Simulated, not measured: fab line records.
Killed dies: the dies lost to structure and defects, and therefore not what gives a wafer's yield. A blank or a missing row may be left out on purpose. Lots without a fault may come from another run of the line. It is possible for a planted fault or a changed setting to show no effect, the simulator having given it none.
Split-lot study / flow berkeleyCmos170 / 23 wafers read across 5 lots, on a route 331 steps long

## ON THE SPLIT
At UCB170_ACTIVE_COAT_08 (resist thk 900 nm), the setting resistThkNm was moved away from the recipe's 900 nm on 8 of the 23 wafers read, by -3.1% to +4.5%. This setting was run at the recipe's value on the other wafers.

The reading is taken at the split's own step.

## THE READING
KrF_of_ACTIVE_COAT_08.thkNm (the simulator's own value, which no gauge read), in nm, at UCB170_ACTIVE_COAT_08 (resist thk 900 nm). The file gives no usual value for it. Across the 15 wafers here that went through the recipe, the average is 901.5 nm and the standard deviation 3.5 nm.

wafer=L074.1; tool, chamber at the split=lithoTrack-01, 0; resistThkNm as run, nm=900; against the recipe=recipe; KrF_of_ACTIVE_COAT_08.thkNm, nm=906.2; against lot-mates on the recipe=-
wafer=L074.2; tool, chamber at the split=lithoTrack-01, 0; resistThkNm as run, nm=900; against the recipe=recipe; KrF_of_ACTIVE_COAT_08.thkNm, nm=907.7; against lot-mates on the recipe=-
wafer=L074.3; tool, chamber at the split=lithoTrack-01, 0; resistThkNm as run, nm=900; against the recipe=recipe; KrF_of_ACTIVE_COAT_08.thkNm, nm=903.9; against lot-mates on the recipe=-
wafer=L074.4; tool, chamber at the split=lithoTrack-01, 0; resistThkNm as run, nm=900; against the recipe=recipe; KrF_of_ACTIVE_COAT_08.thkNm, nm=905.7; against lot-mates on the recipe=-
wafer=L074.5; tool, chamber at the split=lithoTrack-01, 0; resistThkNm as run, nm=900; against the recipe=recipe; KrF_of_ACTIVE_COAT_08.thkNm, nm=904.4; against lot-mates on the recipe=-
wafer=L076.2; tool, chamber at the split=lithoTrack-02, 0; resistThkNm as run, nm=923.1; against the recipe=+2.6%; KrF_of_ACTIVE_COAT_08.thkNm, nm=923.6; against lot-mates on the recipe=+23.7
wafer=L076.6; tool, chamber at the split=lithoTrack-02, 0; resistThkNm as run, nm=923.1; against the recipe=+2.6%; KrF_of_ACTIVE_COAT_08.thkNm, nm=923.6; against lot-mates on the recipe=+23.7
wafer=L076.3; tool, chamber at the split=lithoTrack-02, 0; resistThkNm as run, nm=900; against the recipe=recipe; KrF_of_ACTIVE_COAT_08.thkNm, nm=899.3; against lot-mates on the recipe=-
wafer=L076.4; tool, chamber at the split=lithoTrack-02, 0; resistThkNm as run, nm=900; against the recipe=recipe; KrF_of_ACTIVE_COAT_08.thkNm, nm=899.8; against lot-mates on the recipe=-
wafer=L076.5; tool, chamber at the split=lithoTrack-02, 0; resistThkNm as run, nm=900; against the recipe=recipe; KrF_of_ACTIVE_COAT_08.thkNm, nm=900.7; against lot-mates on the recipe=-
wafer=L075.1; tool, chamber at the split=lithoTrack-04, 0; resistThkNm as run, nm=871.7; against the recipe=-3.1%; KrF_of_ACTIVE_COAT_08.thkNm, nm=874.5; against lot-mates on the recipe=-28.5
wafer=L075.2; tool, chamber at the split=lithoTrack-04, 0; resistThkNm as run, nm=871.7; against the recipe=-3.1%; KrF_of_ACTIVE_COAT_08.thkNm, nm=873.1; against lot-mates on the recipe=-29.9
wafer=L075.3; tool, chamber at the split=lithoTrack-04, 0; resistThkNm as run, nm=871.7; against the recipe=-3.1%; KrF_of_ACTIVE_COAT_08.thkNm, nm=877; against lot-mates on the recipe=-26.0
wafer=L075.4; tool, chamber at the split=lithoTrack-04, 0; resistThkNm as run, nm=900; against the recipe=recipe; KrF_of_ACTIVE_COAT_08.thkNm, nm=902.7; against lot-mates on the recipe=-
wafer=L075.6; tool, chamber at the split=lithoTrack-04, 0; resistThkNm as run, nm=900; against the recipe=recipe; KrF_of_ACTIVE_COAT_08.thkNm, nm=903.4; against lot-mates on the recipe=-
wafer=L082.1; tool, chamber at the split=lithoTrack-01, 0; resistThkNm as run, nm=900; against the recipe=recipe; KrF_of_ACTIVE_COAT_08.thkNm, nm=897.2; against lot-mates on the recipe=-
wafer=L082.3; tool, chamber at the split=lithoTrack-01, 0; resistThkNm as run, nm=900; against the recipe=recipe; KrF_of_ACTIVE_COAT_08.thkNm, nm=897.7; against lot-mates on the recipe=-
wafer=L082.4; tool, chamber at the split=lithoTrack-01, 0; resistThkNm as run, nm=900; against the recipe=recipe; KrF_of_ACTIVE_COAT_08.thkNm, nm=898.4; against lot-mates on the recipe=-
wafer=L083.1; tool, chamber at the split=lithoTrack-04, 0; resistThkNm as run, nm=940.1; against the recipe=+4.5%; KrF_of_ACTIVE_COAT_08.thkNm, nm=933.6; against lot-mates on the recipe=+36.1
wafer=L083.2; tool, chamber at the split=lithoTrack-04, 0; resistThkNm as run, nm=940.1; against the recipe=+4.5%; KrF_of_ACTIVE_COAT_08.thkNm, nm=935; against lot-mates on the recipe=+37.5
wafer=L083.3; tool, chamber at the split=lithoTrack-04, 0; resistThkNm as run, nm=900; against the recipe=recipe; KrF_of_ACTIVE_COAT_08.thkNm, nm=898.1; against lot-mates on the recipe=-
wafer=L083.4; tool, chamber at the split=lithoTrack-04, 0; resistThkNm as run, nm=900; against the recipe=recipe; KrF_of_ACTIVE_COAT_08.thkNm, nm=897; against lot-mates on the recipe=-
wafer=L083.6; tool, chamber at the split=lithoTrack-04, 0; resistThkNm as run, nm=940.1; against the recipe=+4.5%; KrF_of_ACTIVE_COAT_08.thkNm, nm=937.7; against lot-mates on the recipe=+40.2

FIT RESULTS
A straight line over all 23 wafers: KrF_of_ACTIVE_COAT_08.thkNm changes by +8.02 nm for each +1% of resistThkNm; r = +0.98; the points scatter about the line by 3.2 nm.
The same after taking each lot's own level away (the mean of its wafers on the recipe; 23 wafers): +8.74 nm for each +1%; r = +1.00; scatter 1.3 nm.
The reading moves by 39 nm for the largest change in resistThkNm, on that fit.
From 897.55 to 905.58 nm: that is the span of the lots' own levels, equal to 2.3 times the standard deviation above.
So the lot-to-lot level changes the slope little: the two slopes agree.
Check: for one of the wafers moved furthest among these (+4.5%), held out of the fit, the line's prediction against its lot-mates is +39.6 nm. It came out at +36.1 nm against them.

## OTHER SPLITS APPLIED TO THESE WAFERS
Before the reading, these wafers also passed through other splits. Each is held against what the fit with the lots' levels taken away leaves over:
other split on the same wafers=UCB170_NWELL_CVD_04 sih2cl2FlowSccm; wafers away from the commonest value=18; r with KrF_of_ACTIVE_COAT_08.thkNm (lot level and that fit taken away)=-0.14
other split on the same wafers=UCB170_NWELL_COAT_07 resistThkNm; wafers away from the commonest value=5; r with KrF_of_ACTIVE_COAT_08.thkNm (lot level and that fit taken away)=+0.03
other split on the same wafers=UCB170_PWELL_IMPLANT_15 energyKev; wafers away from the commonest value=5; r with KrF_of_ACTIVE_COAT_08.thkNm (lot level and that fit taken away)=+0.13

## THE WHOLE CHAIN: every reading that the file lists as answering this split, in the file's order
step=UCB170_ACTIVE_COAT_08; what it does=resist thk 900 nm; reading=KrF_of_ACTIVE_COAT_08.thkNm (the simulator's own value, which no gauge read); change (the file's fit)=+8.76 nm for each +1% of the setting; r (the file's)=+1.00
step=UCB170_ACTIVE_STRIP_16; what it does=strips in O2; reading=stripTimeToEndpointS; change (the file's fit)=withheld for each +1% of the setting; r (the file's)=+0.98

## FILE'S OWN FIT
KrF_of_ACTIVE_COAT_08.thkNm changes by +8.76 nm for each +1% of resistThkNm, r = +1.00.
